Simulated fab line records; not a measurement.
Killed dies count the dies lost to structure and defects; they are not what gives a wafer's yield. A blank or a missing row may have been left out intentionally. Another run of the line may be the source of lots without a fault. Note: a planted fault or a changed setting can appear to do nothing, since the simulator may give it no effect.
Which tool did it? -- flow berkeley cmos170 -- 13 lots, 39 wafers sampled, at 1 step of a route of 331

WHAT EACH GAUGE READ, for each wafer
UCB170_SILICIDE_THK_MEAS_03: measures by xrf.
lot,measured,on,SILICIDE_TI_THK (nm)
L467,day 7 01:15,film metro-03,30.6 29.7 30.7
L469,day 7 14:39,film metro-03,29.6 29.2 30.1
L471,day 8 00:58,film metro-04,29.2 29.9 29.1
L470,day 8 01:55,film metro-04,29.5 29.9 30.7
L473,day 8 18:32,film metro-04,30.3 31.0 30.5
L472,day 8 21:18,film metro-04,29.3 30.0 30.1
L477,day 9 00:53,film metro-04,29.9 30.2 30.1
L476,day 9 01:50,film metro-03,29.9 29.4 29.4
L475,day 9 03:17,film metro-03,29.6 29.6 30.2
L482,day 10 08:06,film metro-01,30.3 30.1 29.4
L488,day 11 03:27,film metro-03,30.1 30.0 29.8
L490,day 11 03:38,film metro-01,29.4 30.0 29.5
L489,day 11 03:39,film metro-04,28.6 29.6 28.7

TOOL THAT RAN EACH LOT (tool first, then ch and the chambers of the sampled wafers, then the start)
The record shows no process step preceding these readings.

WHAT THE TOOLS THEMSELVES READ (means of the sampled wafers that have a number; where no wafer has one, the mark that the record gives instead)
The record holds no such reading with a usual standard deviation.

THE ANSWER, worked out from the rows above alone
Rule: the usual values come from the lots themselves. Put in order of their means at a reading, lots are off if they are a third of the lots or fewer, leave a main group of 4 or more, and stand apart from it by a gap of 3 or more times the standard deviation of the main group's means; of several such gaps the widest counts. A main group whose means are all the same, to the digits that the tables above print for the reading, isn't used. A lot without any number at a reading at which 4 lots or more have one is off too. The other lots that the step has rows for count as sound. First the gauges in route order, then the tools' own readings, where a lot's mean is used as printed above. The first step at which some lot is off is used, and at that step the reading that is off furthest; a lot without a number counts as furthest.
No lot is off on any of the readings shown, so nothing can be concluded from this.

WHAT THE SIMULATOR HAD PUT IN
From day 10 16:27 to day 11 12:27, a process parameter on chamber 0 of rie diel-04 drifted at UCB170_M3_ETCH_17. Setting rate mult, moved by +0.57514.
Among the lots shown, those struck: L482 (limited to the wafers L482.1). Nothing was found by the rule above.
